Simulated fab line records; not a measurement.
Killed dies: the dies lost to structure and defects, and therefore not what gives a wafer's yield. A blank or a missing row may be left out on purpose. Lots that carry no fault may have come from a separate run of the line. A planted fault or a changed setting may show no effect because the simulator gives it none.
Chamber matching / flow ritCmos / RIT_ACTIVE_ETCH_13 on rieDiel-03: 4 sister chambers
The step etches Si3N4 in SF6, stops on SiO2, time 210 s, target depth 210 nm. 14 wafers are shown with their chamber, then 7 later ones without.

== WAFERS WITH THEIR CHAMBER ==
wafer=L498.2; chamber=3; drypumpMotorCurrentA (A)=5.7; throttleValvePct (%)=7.49; oesProductAu (a.u.)=0.801
wafer=L498.4; chamber=0; drypumpMotorCurrentA (A)=6.2; throttleValvePct (%)=7.47; oesProductAu (a.u.)=0.825
wafer=L498.5; chamber=0; drypumpMotorCurrentA (A)=6.2; throttleValvePct (%)=7.46; oesProductAu (a.u.)=0.828
wafer=L501.1; chamber=0; drypumpMotorCurrentA (A)=6.2; throttleValvePct (%)=7.45; oesProductAu (a.u.)=0.825
wafer=L501.3; chamber=2; drypumpMotorCurrentA (A)=5.8; throttleValvePct (%)=7.34; oesProductAu (a.u.)=0.821
wafer=L501.4; chamber=3; drypumpMotorCurrentA (A)=5.6; throttleValvePct (%)=7.49; oesProductAu (a.u.)=0.806
wafer=L504.1; chamber=2; drypumpMotorCurrentA (A)=5.9; throttleValvePct (%)=7.36; oesProductAu (a.u.)=0.826
wafer=L504.2; chamber=1; drypumpMotorCurrentA (A)=6.7; throttleValvePct (%)=7.34; oesProductAu (a.u.)=0.826
wafer=L504.3; chamber=0; drypumpMotorCurrentA (A)=6.3; throttleValvePct (%)=7.46; oesProductAu (a.u.)=0.834
wafer=L510.2; chamber=0; drypumpMotorCurrentA (A)=6.2; throttleValvePct (%)=7.45; oesProductAu (a.u.)=0.828
wafer=L510.4; chamber=3; drypumpMotorCurrentA (A)=5.7; throttleValvePct (%)=7.49; oesProductAu (a.u.)=0.806
wafer=L510.6; chamber=1; drypumpMotorCurrentA (A)=6.6; throttleValvePct (%)=7.35; oesProductAu (a.u.)=0.818
wafer=L514.1; chamber=3; drypumpMotorCurrentA (A)=5.7; throttleValvePct (%)=7.47; oesProductAu (a.u.)=0.808
wafer=L514.3; chamber=2; drypumpMotorCurrentA (A)=5.8; throttleValvePct (%)=7.36; oesProductAu (a.u.)=0.835

SIGNATURES (means of the wafers above)
reading=drypumpMotorCurrentA; chamber 0=6.220; chamber 1=6.650; chamber 2=5.833; chamber 3=5.675; scatter within a chamber=0.0521
reading=throttleValvePct; chamber 0=7.4580; chamber 1=7.3450; chamber 2=7.3533; chamber 3=7.4850; scatter within a chamber=0.00947
reading=oesProductAu; chamber 0=0.82800; chamber 1=0.82200; chamber 2=0.82733; chamber 3=0.80525; scatter within a chamber=0.00462
Rule: distance of a wafer from a chamber = root of the sum over the readings of ((wafer's reading minus chamber's mean) / reading's scatter) squared. If the next closest chamber is less than 2 further off than the closest, the wafer can't be placed; otherwise it belongs to the closest. The scatter: take each reading less its chamber's mean, square it, sum over the shown wafers, divide by the number of wafers less the number of chambers, and take the root.

== WAFERS WHOSE CHAMBER IS MISSING ==
wafer=L514.4; drypumpMotorCurrentA (A)=6.6; throttleValvePct (%)=7.34; oesProductAu (a.u.)=0.820
wafer=L518.4; drypumpMotorCurrentA (A)=5.7; throttleValvePct (%)=7.47; oesProductAu (a.u.)=0.798
wafer=L518.5; drypumpMotorCurrentA (A)=6.7; throttleValvePct (%)=7.34; oesProductAu (a.u.)=0.812
wafer=L518.6; drypumpMotorCurrentA (A)=5.8; throttleValvePct (%)=7.36; oesProductAu (a.u.)=0.823
wafer=L521.3; drypumpMotorCurrentA (A)=5.9; throttleValvePct (%)=7.35; oesProductAu (a.u.)=0.822
wafer=L521.4; drypumpMotorCurrentA (A)=5.7; throttleValvePct (%)=7.49; oesProductAu (a.u.)=0.810
wafer=L521.5; drypumpMotorCurrentA (A)=5.7; throttleValvePct (%)=7.49; oesProductAu (a.u.)=0.815

== THE CHAMBER EACH PASSED THROUGH ==
wafer=L514.4; from the rows above=1; in truth=1
wafer=L518.4; from the rows above=3; in truth=3
wafer=L518.5; from the rows above=1; in truth=1
wafer=L518.6; from the rows above=2; in truth=2
wafer=L521.3; from the rows above=2; in truth=2
wafer=L521.4; from the rows above=3; in truth=3
wafer=L521.5; from the rows above=3; in truth=3
Correct placement for 7 of the 7. From these rows, 0 cannot be placed. Placed wrongly: 0.
